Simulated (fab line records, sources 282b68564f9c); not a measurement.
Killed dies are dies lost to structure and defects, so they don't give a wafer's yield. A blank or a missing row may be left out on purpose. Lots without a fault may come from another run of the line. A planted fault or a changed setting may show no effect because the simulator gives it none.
Split-lot experiment | flow rit_cmos | 5 lots, 23 wafers read, on a route of 202 steps

THE SPLIT
At RIT_CONTACT_COAT_03 (resist thk 1000 nm), the setting spin_rpm was moved away from the recipe's 3250 rpm on 8 of the 23 wafers read, by -4.7% to +4.1%. The other wafers ran this setting at the recipe's value.

FROM THE SPLIT TO THE READING: what the file shows between them, 3 steps
- RIT_CONTACT_DEVELOP_07: develop time 120 s (also split here: develop_time_s)
- RIT_CONTACT_CD_MEAS_08: target cd 1000 nm
- RIT_CONTACT_HARDBAKE_10: time 60 s

THE READING
NOVOLAK_of_CONTACT_COAT_03.thk_nm (the simulator's own value, which no gauge read), in nm, at RIT_CONTACT_ETCH_11 (etches SiO2 in CHF3/CF4/Ar, stops on TiSi2, target depth 480 nm, time 320 s). The file gives no usual value for it. The 15 wafers here that ran the recipe average 771.2 nm, standard deviation 3.3 nm.

wafer  | tool, chamber at the split | spin_rpm as run, rpm | against the recipe | NOVOLAK_of_CONTACT_COAT_03.thk_nm, nm | against lot-mates on the recipe
L074.1 | litho_track-02, 0          | 3250                 | recipe             | 771                                   | -
L074.2 | litho_track-02, 0          | 3250                 | recipe             | 770.3                                 | -
L074.3 | litho_track-02, 0          | 3250                 | recipe             | 767.3                                 | -
L074.4 | litho_track-02, 0          | 3250                 | recipe             | 777.5                                 | -
L074.6 | litho_track-02, 0          | 3250                 | recipe             | 773.3                                 | -
L076.1 | litho_track-01, 0          | 3250                 | recipe             | 772.5                                 | -
L076.2 | litho_track-01, 0          | 3383                 | +4.1%              | 752.5                                 | -16.6
L076.4 | litho_track-01, 0          | 3250                 | recipe             | 765.7                                 | -
L076.5 | litho_track-01, 0          | 3383                 | +4.1%              | 753.6                                 | -15.5
L076.6 | litho_track-01, 0          | 3383                 | +4.1%              | 752.9                                 | -16.2
L078.1 | litho_track-03, 0          | 3250                 | recipe             | 768.1                                 | -
L078.2 | litho_track-03, 0          | 3250                 | recipe             | 773.8                                 | -
L078.3 | litho_track-03, 0          | 3250                 | recipe             | 773.5                                 | -
L079.1 | litho_track-02, 0          | 3154                 | -3.0%              | 786.1                                 | +16.1
L079.2 | litho_track-02, 0          | 3250                 | recipe             | 767.7                                 | -
L079.4 | litho_track-02, 0          | 3154                 | -3.0%              | 785.4                                 | +15.4
L079.5 | litho_track-02, 0          | 3250                 | recipe             | 768.1                                 | -
L079.6 | litho_track-02, 0          | 3250                 | recipe             | 774.3                                 | -
L084.1 | litho_track-01, 0          | 3098                 | -4.7%              | 792.3                                 | +19.8
L084.2 | litho_track-01, 0          | 3098                 | -4.7%              | 796.6                                 | +24.1
L084.4 | litho_track-01, 0          | 3250                 | recipe             | 775.1                                 | -
L084.5 | litho_track-01, 0          | 3098                 | -4.7%              | 800.1                                 | +27.6
L084.6 | litho_track-01, 0          | 3250                 | recipe             | 769.8                                 | -

THE FIT
A straight line over all 23 wafers: NOVOLAK_of_CONTACT_COAT_03.thk_nm changes by -4.94 nm for each +1% of spin_rpm; r = -0.97; the points scatter about the line by 3.2 nm.
The same after taking each lot's own level away (the mean of its wafers on the recipe; 23 wafers): -4.64 nm for each +1%; r = -0.97; scatter 3.1 nm.
On that fit, the largest move of spin_rpm shifts the reading by 22 nm.
The lots' own levels span 769.10 to 772.45 nm, that is 1.0 times the standard deviation above.
So the lot-to-lot level changes the slope little: the two slopes agree.
Check: with one of the wafers moved furthest among these (-4.7%) left out of the fit, the line predicts +23.2 nm for it against its lot-mates. It came out at +19.8 nm against them.

OTHER SPLITS ON THESE WAFERS
These wafers also went through other splits before the reading. Each is held against what the fit with the lots' levels taken away leaves over:
other split on the same wafers        | wafers away from the commonest value | r with NOVOLAK_of_CONTACT_COAT_03.thk_nm (lot level and that fit taken away)
RIT_GATE_ETCH_19 time_s               | 10                                   | -0.19
RIT_SPACER_CVD_03 pressure_mtorr      | 18                                   | -0.11
RIT_NSD_IMPLANT_08 energy_kev         | 7                                    | -0.10
RIT_PSD_COAT_01 resist_thk_nm         | 8                                    | -0.11
RIT_PSD_HARDBAKE_07 temp_c            | 8                                    | -0.11
RIT_CONTACT_DEVELOP_07 develop_time_s | 8                                    | +0.22

THE WHOLE CHAIN: every reading that the file lists as answering this split, in the file's order
step                    | what it does                                                                | reading                                                                            | change (the file's fit)              | r (the file's)
RIT_CONTACT_COAT_03     | resist thk 1000 nm                                                          | NOVOLAK_of_CONTACT_COAT_03.thk_nm (the simulator's own value, which no gauge read) | -4.9 nm for each +1% of the setting  | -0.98
RIT_CONTACT_HARDBAKE_10 | time 60 s                                                                   | NOVOLAK_of_CONTACT_COAT_03.thk_nm (the simulator's own value, which no gauge read) | -4.28 nm for each +1% of the setting | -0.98
RIT_CONTACT_ETCH_11     | etches SiO2 in CHF3/CF4/Ar, stops on TiSi2, target depth 480 nm, time 320 s | NOVOLAK_of_CONTACT_COAT_03.thk_nm (the simulator's own value, which no gauge read) | -4.73 nm for each +1% of the setting | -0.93

THE FILE'S OWN FIT
NOVOLAK_of_CONTACT_COAT_03.thk_nm changes by -4.73 nm for each +1% of spin_rpm, r = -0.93.
